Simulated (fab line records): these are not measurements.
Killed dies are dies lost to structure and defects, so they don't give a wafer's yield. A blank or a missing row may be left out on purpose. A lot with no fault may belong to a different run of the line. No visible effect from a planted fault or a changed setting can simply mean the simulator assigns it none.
What tool caused it? + flow berkeleyCmos170 + Sampling: 12 lots, 36 wafers, 4 of 331 route steps

## WHAT THE GAUGES SHOWED, per wafer
UCB170_PLDD_CD_MEAS_06: target cd 1200 nm. Usual: cdNm reads 1200.3 nm (standard deviation 1.4).
| lot  | measured     | on       | cdNm (nm)            | flag |
|------|--------------|----------|----------------------|------|
| L464 | day 6 00:30  | cdSem-01 | 1199.9 1199.6 1202.0 |      |
| L465 | day 6 01:08  | cdSem-01 | 1201.4 1199.7 1200.6 |      |
| L466 | day 6 13:05  | cdSem-02 | 1203.4 1201.4 1202.6 |      |
| L468 | day 7 01:07  | cdSem-02 | 1199.9 1200.5 1200.7 |      |
| L469 | day 7 01:53  | cdSem-02 | 1198.0 1199.2 1199.1 |      |
| L471 | day 8 02:05  | cdSem-01 | 1200.0 1200.6 1199.6 |      |
| L472 | day 8 02:38  | cdSem-02 | 1200.8 1201.2 1200.5 |      |
| L474 | day 8 06:16  | cdSem-01 | 1200.0 1199.8 1200.1 |      |
| L473 | day 8 06:32  | cdSem-01 | 1198.8 1198.2 1199.8 |      |
| L476 | day 8 11:45  | cdSem-02 | 1201.3 1201.2 1200.2 |      |
| L477 | day 9 03:45  | cdSem-01 | 1202.7 1203.6 1203.1 |      |
| L484 | day 10 18:14 | cdSem-02 | 1201.0 1200.4 1200.6 |      |

UCB170_NLDD_OVL_MEAS_07. Usual: NLDD_OVL -1 nm, standard deviation 5.3.
| lot  | measured     | on         | NLDD_OVL (nm) | flag |
|------|--------------|------------|---------------|------|
| L464 | day 6 02:44  | overlay-02 | 11 0 -5       |      |
| L465 | day 6 03:38  | overlay-02 | -7 -8 -8      |      |
| L466 | day 6 14:52  | overlay-02 | -4 -3 -4      |      |
| L468 | day 7 03:39  | overlay-02 | 3 -8 -3       |      |
| L469 | day 7 04:16  | overlay-02 | 8 12 15       |      |
| L471 | day 8 04:00  | overlay-01 | 254 255 264   | OFF  |
| L472 | day 8 04:31  | overlay-02 | -7 -6 -4      |      |
| L474 | day 8 08:46  | overlay-02 | 5 -1 0        |      |
| L473 | day 8 08:46  | overlay-01 | 265 262 261   | OFF  |
| L476 | day 8 13:37  | overlay-02 | 249 252 255   | OFF  |
| L477 | day 9 05:58  | overlay-01 | -6 3 -1       |      |
| L484 | day 10 20:05 | overlay-01 | 5 2 7         |      |

UCB170_NLDD_TW_MEAS_11. Usual: NLDD_TW 2212, standard deviation 19.
| lot  | measured     | on           | NLDD_TW        | flag |
|------|--------------|--------------|----------------|------|
| L464 | day 6 03:10  | filmMetro-03 | 2222 2215 2220 |      |
| L465 | day 6 04:04  | filmMetro-01 | 2207 2202 2210 |      |
| L466 | day 6 15:18  | filmMetro-02 | 2240 2245 2240 |      |
| L468 | day 7 04:06  | filmMetro-01 | 2192 2195 2177 |      |
| L469 | day 7 04:41  | filmMetro-03 | 2191 2205 2197 |      |
| L471 | day 8 04:26  | filmMetro-01 | 2209 2210 2210 |      |
| L472 | day 8 04:57  | filmMetro-01 | 2207 2212 2216 |      |
| L474 | day 8 09:13  | filmMetro-03 | 2231 2207 2226 |      |
| L473 | day 8 09:16  | filmMetro-02 | 2244 2242 2243 |      |
| L476 | day 8 14:04  | filmMetro-03 | 2229 2219 2218 |      |
| L477 | day 9 06:24  | filmMetro-03 | 2229 2232 2215 |      |
| L484 | day 10 20:32 | filmMetro-01 | 2184 2194 2192 |      |

## EACH LOT AND THE TOOL THAT RAN IT (in order: tool; ch and the chambers of the sampled wafers; start)
| lot  | UCB170_NLDD_EXPOSE_03            |
|------|----------------------------------|
| L464 | krfScanner-02 ch 0, day 6 02:02  |
| L465 | krfScanner-01 ch 0, day 6 03:07  |
| L466 | krfScanner-01 ch 0, day 6 14:21  |
| L468 | krfScanner-02 ch 0, day 7 02:47  |
| L469 | krfScanner-02 ch 0, day 7 03:38  |
| L471 | krfScanner-02 ch 0, day 8 03:27  |
| L472 | krfScanner-01 ch 0, day 8 04:00  |
| L474 | krfScanner-01 ch 0, day 8 07:53  |
| L473 | krfScanner-02 ch 0, day 8 08:06  |
| L476 | krfScanner-02 ch 0, day 8 13:07  |
| L477 | krfScanner-01 ch 0, day 9 05:19  |
| L484 | krfScanner-01 ch 0, day 10 19:36 |
- UCB170_NLDD_EXPOSE_03: exposes mask NSELECT, target cd 1200 nm.

## WHAT THE TOOLS THEMSELVES READ (means of the sampled wafers that have a number; where no wafer has one, the mark that the record gives instead)
The record holds no such reading with a usual standard deviation.

## THE ANSWER, worked out from the rows above alone
Rule: a lot counts as off when the mean over its wafers that have a number is more than 3 standard deviations away from the usual mean. A lot without any number at a reading at which 4 lots or more have one is off too. All remaining lots with rows at the step are treated as sound. The gauges are gone through in route order, then the tools' own readings, and for those a lot's mean is taken as printed above. At the first step where some lot is off, the reading lying furthest off is the one used; lots without a number count as furthest.
Off: at UCB170_NLDD_OVL_MEAS_07 (NLDD_OVL), L471, L473, L476.
A tool fits if, at a process step before that reading, it ran every lot that is off, and no sound lot after the first of them. The gauges at UCB170_NLDD_OVL_MEAS_07 are tried like those tools. One fits: UCB170_NLDD_EXPOSE_03 on krfScanner-02. Its last sound lot is L469 (day 7 03:38), its first lot that is off L471 (day 8 03:27): a fault that began between those two fits.

## WHAT THE SIMULATOR HAD PUT IN
Scanner matching overlay: krfScanner-02, from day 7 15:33 on, at UCB170_NLDD_EXPOSE_03. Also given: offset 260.
Struck lots among those shown: L471, L473, L476. The rule given above showed the same thing.
